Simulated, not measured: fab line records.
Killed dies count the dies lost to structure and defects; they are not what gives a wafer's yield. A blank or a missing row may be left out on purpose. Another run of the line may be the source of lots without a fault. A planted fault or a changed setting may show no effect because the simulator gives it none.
Which tool did it? / flow rit cmos / Sampling: 14 lots, 42 wafers, 2 of 202 route steps

== WHAT EACH GAUGE READ, for each wafer ==
Not one reading of a measure or inspect step in the record can be checked against a usual standard deviation.

== WHICH TOOL RAN EACH LOT (tool, then ch and the chambers of the sampled wafers, then the start) ==
lot=L855; RIT_PLDD_STRIP_09=plasma asher-04 ch 1, day 2 18:14; RIT_M1_PROBE_99=-
lot=L856; RIT_PLDD_STRIP_09=plasma asher-03 ch 0,1, day 3 00:16; RIT_M1_PROBE_99=-
lot=L857; RIT_PLDD_STRIP_09=plasma asher-04 ch 0,1, day 3 06:05; RIT_M1_PROBE_99=prober-01, day 3 19:52
lot=L858; RIT_PLDD_STRIP_09=plasma asher-03 ch 0,1, day 3 10:20; RIT_M1_PROBE_99=-
lot=L859; RIT_PLDD_STRIP_09=plasma asher-03 ch 0,1, day 3 14:42; RIT_M1_PROBE_99=-
lot=L860; RIT_PLDD_STRIP_09=plasma asher-04 ch 0,1, day 3 19:22; RIT_M1_PROBE_99=-
lot=L862; RIT_PLDD_STRIP_09=plasma asher-01 ch 0,1, day 4 07:10; RIT_M1_PROBE_99=prober-02, day 4 21:57
lot=L865; RIT_PLDD_STRIP_09=plasma asher-01 ch 0,1, day 4 23:08; RIT_M1_PROBE_99=prober-01, day 5 14:01
lot=L866; RIT_PLDD_STRIP_09=plasma asher-01 ch 0,1, day 5 04:25; RIT_M1_PROBE_99=-
lot=L873; RIT_PLDD_STRIP_09=plasma asher-03 ch 0,1, day 7 00:55; RIT_M1_PROBE_99=prober-01, day 7 15:10
lot=L874; RIT_PLDD_STRIP_09=plasma asher-04 ch 0,1, day 7 04:38; RIT_M1_PROBE_99=-
lot=L875; RIT_PLDD_STRIP_09=plasma asher-03 ch 0,1, day 7 06:09; RIT_M1_PROBE_99=prober-01, day 7 21:05
lot=L877; RIT_PLDD_STRIP_09=plasma asher-04 ch 0,1, day 7 16:11; RIT_M1_PROBE_99=-
lot=L878; RIT_PLDD_STRIP_09=plasma asher-03 ch 0,1, day 7 19:00; RIT_M1_PROBE_99=prober-02, day 8 11:07
- RIT_PLDD_STRIP_09: strips in O2, time 180 s.
- RIT_M1_PROBE_99

== WHAT THE TOOLS THEMSELVES READ (means of the sampled wafers that have a number; where no wafer has one, the mark that the record gives instead) ==
RIT_PLDD_STRIP_09. Usual: drypump motor current A 5.6 A, standard deviation 0.43; o2 flow sccm 4004 sccm, standard deviation 12.
lot=L855; tool=plasma asher-04; drypump motor current A (A)=4.9; o2 flow sccm (sccm)=4023; flag=
lot=L856; tool=plasma asher-03; drypump motor current A (A)=5.8; o2 flow sccm (sccm)=4010; flag=
lot=L857; tool=plasma asher-04; drypump motor current A (A)=5.0; o2 flow sccm (sccm)=3992; flag=
lot=L858; tool=plasma asher-03; drypump motor current A (A)=6.0; o2 flow sccm (sccm)=4011; flag=
lot=L859; tool=plasma asher-03; drypump motor current A (A)=6.0; o2 flow sccm (sccm)=4007; flag=
lot=L860; tool=plasma asher-04; drypump motor current A (A)=5.0; o2 flow sccm (sccm)=3999; flag=
lot=L862; tool=plasma asher-01; drypump motor current A (A)=5.4; o2 flow sccm (sccm)=4006; flag=
lot=L865; tool=plasma asher-01; drypump motor current A (A)=5.5; o2 flow sccm (sccm)=2008; flag=OFF
lot=L866; tool=plasma asher-01; drypump motor current A (A)=5.5; o2 flow sccm (sccm)=2003; flag=OFF
lot=L873; tool=plasma asher-03; drypump motor current A (A)=5.9; o2 flow sccm (sccm)=4015; flag=
lot=L874; tool=plasma asher-04; drypump motor current A (A)=5.0; o2 flow sccm (sccm)=3995; flag=
lot=L875; tool=plasma asher-03; drypump motor current A (A)=6.0; o2 flow sccm (sccm)=4004; flag=
lot=L877; tool=plasma asher-04; drypump motor current A (A)=5.1; o2 flow sccm (sccm)=4006; flag=
lot=L878; tool=plasma asher-03; drypump motor current A (A)=5.9; o2 flow sccm (sccm)=4010; flag=

RIT_M1_PROBE_99. Usual: killed at contacts 0.1, standard deviation 0.31; killed at front end 7.1, standard deviation 2.8; killed dies 7.2, standard deviation 2.8; killed open 3.5, standard deviation 2; killed short 3.7, standard deviation 1.9.
lot=L857; tool=prober-01; killed at contacts=0.0; killed at front end=6.7; killed dies=6.7; killed open=3.0; killed short=3.7; flag=
lot=L862; tool=prober-02; killed at contacts=0.3; killed at front end=6.0; killed dies=6.3; killed open=2.3; killed short=4.0; flag=
lot=L865; tool=prober-01; killed at contacts=0.0; killed at front end=8.0; killed dies=8.0; killed open=4.0; killed short=4.0; flag=
lot=L873; tool=prober-01; killed at contacts=0.3; killed at front end=6.3; killed dies=6.7; killed open=4.3; killed short=2.3; flag=
lot=L875; tool=prober-01; killed at contacts=0.3; killed at front end=11.0; killed dies=11.3; killed open=6.3; killed short=5.0; flag=
lot=L878; tool=prober-02; killed at contacts=0.0; killed at front end=4.3; killed dies=4.3; killed open=1.3; killed short=3.0; flag=

== THE ANSWER, worked out from the rows above alone ==
Rule: lot off if the mean of its wafers having a number is beyond 3 standard deviations from the usual mean. Also off: a lot with no number at a reading for which 4 or more lots have one. Any other lot the step has rows for is counted as sound. The gauges are gone through in route order, then the tools' own readings, and for those a lot's mean is taken as printed above. The first step at which some lot is off is used, and at that step the reading that is off furthest; a lot without a number counts as furthest.
Off, at RIT_PLDD_STRIP_09 on o2 flow sccm: L865, L866.
If a tool, at that step or one of the process steps before it, ran each lot that is off and ran no sound lot following the first of them, it fits. One candidate fits, namely plasma asher-01 at RIT_PLDD_STRIP_09. Its last sound lot is L862 (day 4 07:10), its first lot that is off L865 (day 4 23:08): a fault that began between those two fits.
On the lots that are off, the tool's own readings at RIT_PLDD_STRIP_09 differ by more than 5 times the standard deviation of the sound lots' means, which bears it out; o2 flow sccm reads 2006 sccm there versus 4006 sccm on the sound lots.

== WHAT HAD BEEN PUT IN BY THE SIMULATOR ==
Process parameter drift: plasma asher-01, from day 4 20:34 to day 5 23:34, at RIT_PLDD_STRIP_09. The setting o2 flow sccm was moved by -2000, starting from 4000. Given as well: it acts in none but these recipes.
Shown lots that were struck: L865, L866. Same finding as the rule above.
